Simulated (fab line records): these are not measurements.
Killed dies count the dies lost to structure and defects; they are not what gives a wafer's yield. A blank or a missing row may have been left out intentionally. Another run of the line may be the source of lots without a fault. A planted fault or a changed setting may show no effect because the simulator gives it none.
Which tool was responsible? / flow berkeley_cmos170 / 45 wafers from 15 lots sampled at 7 of the route's 331 steps

== WHAT THE GAUGES SHOWED, per wafer ==
UCB170_PLDD_OVL_MEAS_07.
lot=L844; measured=day 7 08:49; on=overlay-01; PLDD_OVL (nm)=12 3 0
lot=L846; measured=day 7 17:42; on=overlay-01; PLDD_OVL (nm)=-5 0 -2
lot=L847; measured=day 8 00:41; on=overlay-02; PLDD_OVL (nm)=-6 -5 -12
lot=L849; measured=day 8 13:54; on=overlay-01; PLDD_OVL (nm)=8 -2 -3
lot=L848; measured=day 8 14:11; on=overlay-01; PLDD_OVL (nm)=-10 -7 -13
lot=L850; measured=day 8 23:30; on=overlay-01; PLDD_OVL (nm)=-3 -5 8
lot=L851; measured=day 8 23:32; on=overlay-01; PLDD_OVL (nm)=2 4 2
lot=L852; measured=day 9 06:04; on=overlay-01; PLDD_OVL (nm)=-14 -10 -6
lot=L855; measured=day 9 16:43; on=overlay-01; PLDD_OVL (nm)=-3 -8 -10
lot=L857; measured=day 10 06:49; on=overlay-01; PLDD_OVL (nm)=-6 -4 -8
lot=L860; measured=day 10 07:04; on=overlay-02; PLDD_OVL (nm)=-4 -10 -3
lot=L861; measured=day 11 05:42; on=overlay-01; PLDD_OVL (nm)=-12 -7 -1
lot=L864; measured=day 11 15:23; on=overlay-01; PLDD_OVL (nm)=-1 -4 5
lot=L866; measured=day 11 16:22; on=overlay-01; PLDD_OVL (nm)=-2 -4 -8
lot=L867; measured=day 12 11:08; on=overlay-01; PLDD_OVL (nm)=-4 -7 -9

UCB170_PSD_CD_MEAS_06: the cd target is 1200 nm.
lot=L844; measured=day 7 19:31; on=cd_sem-02; cd_nm (nm)=1200.3 1201.5 1199.7
lot=L846; measured=day 8 09:55; on=cd_sem-02; cd_nm (nm)=1197.9 1199.4 1199.2
lot=L847; measured=day 8 09:48; on=cd_sem-01; cd_nm (nm)=1199.0 1199.2 1196.5
lot=L849; measured=day 9 00:29; on=cd_sem-01; cd_nm (nm)=1200.2 1198.5 1200.2
lot=L848; measured=day 9 00:14; on=cd_sem-01; cd_nm (nm)=1200.6 1199.9 1200.4
lot=L850; measured=day 9 07:44; on=cd_sem-02; cd_nm (nm)=1199.6 1199.8 1199.0
lot=L851; measured=day 9 07:59; on=cd_sem-01; cd_nm (nm)=1200.3 1200.5 1200.2
lot=L852; measured=day 9 16:05; on=cd_sem-01; cd_nm (nm)=1199.5 1199.3 1198.4
lot=L855; measured=day 10 04:25; on=cd_sem-01; cd_nm (nm)=1202.7 1200.3 1201.2
lot=L857; measured=day 10 15:53; on=cd_sem-01; cd_nm (nm)=1201.8 1200.3 1200.9
lot=L860; measured=day 10 16:08; on=cd_sem-01; cd_nm (nm)=1201.3 1201.7 1201.5
lot=L861; measured=day 11 14:12; on=cd_sem-01; cd_nm (nm)=1199.9 1200.4 1200.8
lot=L864; measured=day 12 00:11; on=cd_sem-01; cd_nm (nm)=1199.2 1198.9 1198.8
lot=L866; measured=day 12 00:28; on=cd_sem-02; cd_nm (nm)=1201.5 1202.2 1202.1
lot=L867; measured=day 12 21:48; on=cd_sem-01; cd_nm (nm)=1201.2 1200.3 1199.9

UCB170_PSD_TW_MEAS_10.
lot=L844; measured=day 7 19:56; on=film_metro-02; PSD_TW=2329 2329 2333
lot=L846; measured=day 8 10:19; on=film_metro-02; PSD_TW=2338 2314 2336
lot=L847; measured=day 8 10:13; on=film_metro-02; PSD_TW=2323 2326 2315
lot=L849; measured=day 9 00:53; on=film_metro-04; PSD_TW=2337 2335 2337
lot=L848; measured=day 9 00:37; on=film_metro-01; PSD_TW=2324 2316 2318
lot=L850; measured=day 9 08:08; on=film_metro-02; PSD_TW=2320 2310 2305
lot=L851; measured=day 9 08:23; on=film_metro-01; PSD_TW=2313 2312 2316
lot=L852; measured=day 9 16:28; on=film_metro-04; PSD_TW=2276 2267 2270
lot=L855; measured=day 10 04:49; on=film_metro-02; PSD_TW=2243 2248 2265
lot=L857; measured=day 10 16:17; on=film_metro-01; PSD_TW=2249 2239 2255
lot=L860; measured=day 10 16:31; on=film_metro-01; PSD_TW=2310 2314 2305
lot=L861; measured=day 11 14:37; on=film_metro-02; PSD_TW=2320 2323 2314
lot=L864; measured=day 12 00:35; on=film_metro-02; PSD_TW=2341 2328 2325
lot=L866; measured=day 12 00:50; on=film_metro-04; PSD_TW=2366 2357 2370
lot=L867; measured=day 12 22:13; on=film_metro-01; PSD_TW=2311 2309 2318

UCB170_SDANNEAL_RS_MEAS_02: a four-point-probe measurement.
lot=L844; measured=day 8 01:01; on=film_metro-04; PSD_RS (ohm/sq)=75.2 75.3 75.2
lot=L846; measured=day 8 14:25; on=film_metro-02; PSD_RS (ohm/sq)=75.9 76.0 75.9
lot=L847; measured=day 8 14:05; on=film_metro-01; PSD_RS (ohm/sq)=75.6 75.8 75.2
lot=L849; measured=day 9 05:20; on=film_metro-02; PSD_RS (ohm/sq)=75.0 75.5 75.4
lot=L848; measured=day 9 04:39; on=film_metro-02; PSD_RS (ohm/sq)=75.9 75.9 76.0
lot=L850; measured=day 9 13:43; on=film_metro-01; PSD_RS (ohm/sq)=75.7 75.5 75.3
lot=L851; measured=day 9 13:56; on=film_metro-04; PSD_RS (ohm/sq)=75.6 75.5 75.3
lot=L852; measured=day 9 20:05; on=film_metro-01; PSD_RS (ohm/sq)=81.1 81.1 81.0
lot=L855; measured=day 10 11:44; on=film_metro-02; PSD_RS (ohm/sq)=81.0 80.6 81.1
lot=L857; measured=day 10 20:43; on=film_metro-04; PSD_RS (ohm/sq)=81.0 81.3 80.8
lot=L860; measured=day 10 20:37; on=film_metro-02; PSD_RS (ohm/sq)=74.9 75.1 75.0
lot=L861; measured=day 11 22:10; on=film_metro-02; PSD_RS (ohm/sq)=74.9 75.1 74.9
lot=L864; measured=day 12 06:00; on=film_metro-01; PSD_RS (ohm/sq)=74.7 74.8 75.4
lot=L866; measured=day 12 06:17; on=film_metro-02; PSD_RS (ohm/sq)=75.6 75.6 75.5
lot=L867; measured=day 13 02:13; on=film_metro-02; PSD_RS (ohm/sq)=75.6 75.4 75.6

== EACH LOT AND THE TOOL THAT RAN IT (in order: tool; ch and the chambers of the sampled wafers; start) ==
lot=L844; UCB170_PSD_PEB_04=litho_track-04 ch 0, day 7 19:15; UCB170_PSD_IMPLANT_08=implanter-02 ch 0, day 7 19:41; UCB170_PSD_STRIP_09=plasma_asher-02 ch 0,1, day 7 19:50
lot=L846; UCB170_PSD_PEB_04=litho_track-02 ch 0, day 8 09:38; UCB170_PSD_IMPLANT_08=implanter-04 ch 0, day 8 10:04; UCB170_PSD_STRIP_09=plasma_asher-01 ch 0, day 8 10:13
lot=L847; UCB170_PSD_PEB_04=litho_track-04 ch 0, day 8 09:32; UCB170_PSD_IMPLANT_08=implanter-02 ch 0, day 8 09:58; UCB170_PSD_STRIP_09=plasma_asher-03 ch 0,1, day 8 10:07
lot=L849; UCB170_PSD_PEB_04=litho_track-04 ch 0, day 9 00:13; UCB170_PSD_IMPLANT_08=implanter-02 ch 0, day 9 00:38; UCB170_PSD_STRIP_09=plasma_asher-01 ch 0,1, day 9 00:47
lot=L848; UCB170_PSD_PEB_04=litho_track-04 ch 0, day 8 23:58; UCB170_PSD_IMPLANT_08=implanter-03 ch 0, day 9 00:23; UCB170_PSD_STRIP_09=plasma_asher-02 ch 0,1, day 9 00:31
lot=L850; UCB170_PSD_PEB_04=litho_track-04 ch 0, day 9 07:28; UCB170_PSD_IMPLANT_08=implanter-03 ch 0, day 9 07:53; UCB170_PSD_STRIP_09=plasma_asher-02 ch 0,1, day 9 08:02
lot=L851; UCB170_PSD_PEB_04=litho_track-03 ch 0, day 9 07:43; UCB170_PSD_IMPLANT_08=implanter-02 ch 0, day 9 08:08; UCB170_PSD_STRIP_09=plasma_asher-03 ch 0,1, day 9 08:16
lot=L852; UCB170_PSD_PEB_04=litho_track-04 ch 0, day 9 15:49; UCB170_PSD_IMPLANT_08=implanter-03 ch 0, day 9 16:14; UCB170_PSD_STRIP_09=plasma_asher-01 ch 0,1, day 9 16:23
lot=L855; UCB170_PSD_PEB_04=litho_track-03 ch 0, day 10 04:10; UCB170_PSD_IMPLANT_08=implanter-03 ch 0, day 10 04:35; UCB170_PSD_STRIP_09=plasma_asher-03 ch 0,1, day 10 04:43
lot=L857; UCB170_PSD_PEB_04=litho_track-03 ch 0, day 10 15:36; UCB170_PSD_IMPLANT_08=implanter-03 ch 0, day 10 16:02; UCB170_PSD_STRIP_09=plasma_asher-03 ch 0,1, day 10 16:11
lot=L860; UCB170_PSD_PEB_04=litho_track-04 ch 0, day 10 15:52; UCB170_PSD_IMPLANT_08=implanter-04 ch 0, day 10 16:17; UCB170_PSD_STRIP_09=plasma_asher-01 ch 0,1, day 10 16:25
lot=L861; UCB170_PSD_PEB_04=litho_track-02 ch 0, day 11 13:52; UCB170_PSD_IMPLANT_08=implanter-04 ch 0, day 11 14:22; UCB170_PSD_STRIP_09=plasma_asher-02 ch 0,1, day 11 14:31
lot=L864; UCB170_PSD_PEB_04=litho_track-04 ch 0, day 11 23:54; UCB170_PSD_IMPLANT_08=implanter-02 ch 0, day 12 00:20; UCB170_PSD_STRIP_09=plasma_asher-03 ch 0,1, day 12 00:29
lot=L866; UCB170_PSD_PEB_04=litho_track-02 ch 0, day 12 00:11; UCB170_PSD_IMPLANT_08=implanter-04 ch 0, day 12 00:37; UCB170_PSD_STRIP_09=plasma_asher-02 ch 0,1, day 12 00:46
lot=L867; UCB170_PSD_PEB_04=litho_track-02 ch 0, day 12 21:32; UCB170_PSD_IMPLANT_08=implanter-04 ch 0, day 12 21:58; UCB170_PSD_STRIP_09=plasma_asher-03 ch 0, day 12 22:07
- UCB170_PSD_PEB_04
- UCB170_PSD_IMPLANT_08
- UCB170_PSD_STRIP_09: strips in O2.

== WHAT THE TOOLS THEMSELVES READ (means of the sampled wafers that have a number; where no wafer has one, the mark that the record gives instead) ==
UCB170_PSD_PEB_04.
lot=L844; tool=litho_track-04; exhaust_pa (Pa)=45.2; plate_sensor_t_centre_C (C)=131.40; plate_sensor_t_edge_C (C)=131.53
lot=L846; tool=litho_track-02; exhaust_pa (Pa)=45.7; plate_sensor_t_centre_C (C)=131.41; plate_sensor_t_edge_C (C)=131.53
lot=L847; tool=litho_track-04; exhaust_pa (Pa)=43.4; plate_sensor_t_centre_C (C)=131.39; plate_sensor_t_edge_C (C)=131.53
lot=L849; tool=litho_track-04; exhaust_pa (Pa)=44.7; plate_sensor_t_centre_C (C)=131.40; plate_sensor_t_edge_C (C)=131.52
lot=L848; tool=litho_track-04; exhaust_pa (Pa)=44.3; plate_sensor_t_centre_C (C)=131.40; plate_sensor_t_edge_C (C)=131.53
lot=L850; tool=litho_track-04; exhaust_pa (Pa)=45.5; plate_sensor_t_centre_C (C)=131.41; plate_sensor_t_edge_C (C)=131.53
lot=L851; tool=litho_track-03; exhaust_pa (Pa)=45.5; plate_sensor_t_centre_C (C)=131.41; plate_sensor_t_edge_C (C)=131.53
lot=L852; tool=litho_track-04; exhaust_pa (Pa)=45.9; plate_sensor_t_centre_C (C)=131.40; plate_sensor_t_edge_C (C)=131.53
lot=L855; tool=litho_track-03; exhaust_pa (Pa)=45.0; plate_sensor_t_centre_C (C)=131.41; plate_sensor_t_edge_C (C)=131.52
lot=L857; tool=litho_track-03; exhaust_pa (Pa)=45.3; plate_sensor_t_centre_C (C)=131.41; plate_sensor_t_edge_C (C)=131.53
lot=L860; tool=litho_track-04; exhaust_pa (Pa)=45.5; plate_sensor_t_centre_C (C)=131.42; plate_sensor_t_edge_C (C)=131.53
lot=L861; tool=litho_track-02; exhaust_pa (Pa)=46.0; plate_sensor_t_centre_C (C)=131.42; plate_sensor_t_edge_C (C)=131.54
lot=L864; tool=litho_track-04; exhaust_pa (Pa)=44.7; plate_sensor_t_centre_C (C)=131.41; plate_sensor_t_edge_C (C)=131.53
lot=L866; tool=litho_track-02; exhaust_pa (Pa)=45.1; plate_sensor_t_centre_C (C)=131.42; plate_sensor_t_edge_C (C)=131.53
lot=L867; tool=litho_track-02; exhaust_pa (Pa)=45.6; plate_sensor_t_centre_C (C)=131.41; plate_sensor_t_edge_C (C)=131.52

UCB170_PSD_IMPLANT_08.
lot=L844; tool=implanter-02; dose_ions_cm2=3e+15; end_station_pressure_torr (Torr)=1.23e-05; faraday_current_uA=9111
lot=L846; tool=implanter-04; dose_ions_cm2=3e+15; end_station_pressure_torr (Torr)=1.21e-05; faraday_current_uA=9251
lot=L847; tool=implanter-02; dose_ions_cm2=3e+15; end_station_pressure_torr (Torr)=1.29e-05; faraday_current_uA=9165
lot=L849; tool=implanter-02; dose_ions_cm2=3e+15; end_station_pressure_torr (Torr)=1.23e-05; faraday_current_uA=9366
lot=L848; tool=implanter-03; dose_ions_cm2=3e+15; end_station_pressure_torr (Torr)=1.29e-05; faraday_current_uA=9331
lot=L850; tool=implanter-03; dose_ions_cm2=3e+15; end_station_pressure_torr (Torr)=1.26e-05; faraday_current_uA=9438
lot=L851; tool=implanter-02; dose_ions_cm2=3e+15; end_station_pressure_torr (Torr)=1.18e-05; faraday_current_uA=9221
lot=L852; tool=implanter-03; dose_ions_cm2=3e+15; end_station_pressure_torr (Torr)=1.19e-05; faraday_current_uA=8285
lot=L855; tool=implanter-03; dose_ions_cm2=3e+15; end_station_pressure_torr (Torr)=1.22e-05; faraday_current_uA=8329
lot=L857; tool=implanter-03; dose_ions_cm2=3e+15; end_station_pressure_torr (Torr)=1.16e-05; faraday_current_uA=8481
lot=L860; tool=implanter-04; dose_ions_cm2=3e+15; end_station_pressure_torr (Torr)=1.24e-05; faraday_current_uA=9422
lot=L861; tool=implanter-04; dose_ions_cm2=3e+15; end_station_pressure_torr (Torr)=1.21e-05; faraday_current_uA=9274
lot=L864; tool=implanter-02; dose_ions_cm2=3e+15; end_station_pressure_torr (Torr)=1.29e-05; faraday_current_uA=9358
lot=L866; tool=implanter-04; dose_ions_cm2=3e+15; end_station_pressure_torr (Torr)=1.23e-05; faraday_current_uA=8993
lot=L867; tool=implanter-04; dose_ions_cm2=3e+15; end_station_pressure_torr (Torr)=1.25e-05; faraday_current_uA=9433

UCB170_PSD_STRIP_09.
lot=L844; tool=plasma_asher-02; drypump_motor_current_A (A)=5.9; oes_product_au (a.u.)=0.599; strip_time_to_endpoint_s (s)=29.34
lot=L846; tool=plasma_asher-01; drypump_motor_current_A (A)=6.5; oes_product_au (a.u.)=0.600; strip_time_to_endpoint_s (s)=29.30
lot=L847; tool=plasma_asher-03; drypump_motor_current_A (A)=5.6; oes_product_au (a.u.)=0.599; strip_time_to_endpoint_s (s)=29.36
lot=L849; tool=plasma_asher-01; drypump_motor_current_A (A)=6.4; oes_product_au (a.u.)=0.600; strip_time_to_endpoint_s (s)=29.39
lot=L848; tool=plasma_asher-02; drypump_motor_current_A (A)=5.5; oes_product_au (a.u.)=0.602; strip_time_to_endpoint_s (s)=29.45
lot=L850; tool=plasma_asher-02; drypump_motor_current_A (A)=5.9; oes_product_au (a.u.)=0.599; strip_time_to_endpoint_s (s)=29.37
lot=L851; tool=plasma_asher-03; drypump_motor_current_A (A)=5.6; oes_product_au (a.u.)=0.595; strip_time_to_endpoint_s (s)=29.40
lot=L852; tool=plasma_asher-01; drypump_motor_current_A (A)=6.4; oes_product_au (a.u.)=0.615; strip_time_to_endpoint_s (s)=28.32
lot=L855; tool=plasma_asher-03; drypump_motor_current_A (A)=5.6; oes_product_au (a.u.)=0.612; strip_time_to_endpoint_s (s)=28.30
lot=L857; tool=plasma_asher-03; drypump_motor_current_A (A)=5.6; oes_product_au (a.u.)=0.614; strip_time_to_endpoint_s (s)=28.29
lot=L860; tool=plasma_asher-01; drypump_motor_current_A (A)=6.4; oes_product_au (a.u.)=0.600; strip_time_to_endpoint_s (s)=29.47
lot=L861; tool=plasma_asher-02; drypump_motor_current_A (A)=5.5; oes_product_au (a.u.)=0.597; strip_time_to_endpoint_s (s)=29.43
lot=L864; tool=plasma_asher-03; drypump_motor_current_A (A)=5.6; oes_product_au (a.u.)=0.605; strip_time_to_endpoint_s (s)=29.55
lot=L866; tool=plasma_asher-02; drypump_motor_current_A (A)=5.9; oes_product_au (a.u.)=0.597; strip_time_to_endpoint_s (s)=29.26
lot=L867; tool=plasma_asher-03; drypump_motor_current_A (A)=5.7; oes_product_au (a.u.)=0.596; strip_time_to_endpoint_s (s)=29.29

== THE ANSWER, worked out from the rows above alone ==
Rule: the lots themselves supply what counts as usual. Put in order of their means at a reading, lots are off if they are a third of the lots or fewer, leave a main group of 4 or more, and stand apart from it by a gap of 3 or more times the standard deviation of the main group's means; of several such gaps the widest counts. A main group whose means are all the same, to the digits that the tables above print for the reading, isn't used. Also off: a lot with no number at a reading for which 4 or more lots have one. Where the step has rows for the other lots, those lots are counted as sound. After the gauges, taken in route order, come the tools' own readings; for these a lot's mean is taken, as printed above. At the first step where some lot is off, the reading lying furthest off is the one used; lots without a number count as furthest.
Off: L852, L855, L857, at UCB170_SDANNEAL_RS_MEAS_02 (PSD_RS). The main group has a mean of 75.4 ohm/sq with a standard deviation of 0.32.
If a tool, at a process step before that reading, ran all the lots that are off and no sound lot after the first of them, it fits. Not tried: the gauges at UCB170_SDANNEAL_RS_MEAS_02; whatever is off there is also off at UCB170_PSD_IMPLANT_08, on other tools, and gauge error can't account for it. One candidate fits, namely implanter-03 at UCB170_PSD_IMPLANT_08. A fault onset in the window from L850 (day 9 07:53, its last sound lot) to L852 (day 9 16:14, its first lot off) fits.
On the lots that are off, the tool's own readings at UCB170_PSD_IMPLANT_08 differ by more than 5 times the standard deviation of the sound lots' means, which bears it out; faraday_current_uA reads 8365 there versus 9280 on the sound lots.

== WHAT THE SIMULATOR HAD INSERTED ==
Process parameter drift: implanter-03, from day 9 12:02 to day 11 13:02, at UCB170_PSD_IMPLANT_08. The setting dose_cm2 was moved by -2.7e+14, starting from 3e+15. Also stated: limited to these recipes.
Lots struck among those shown: L852, L855, L857. The same result came from the rule above.
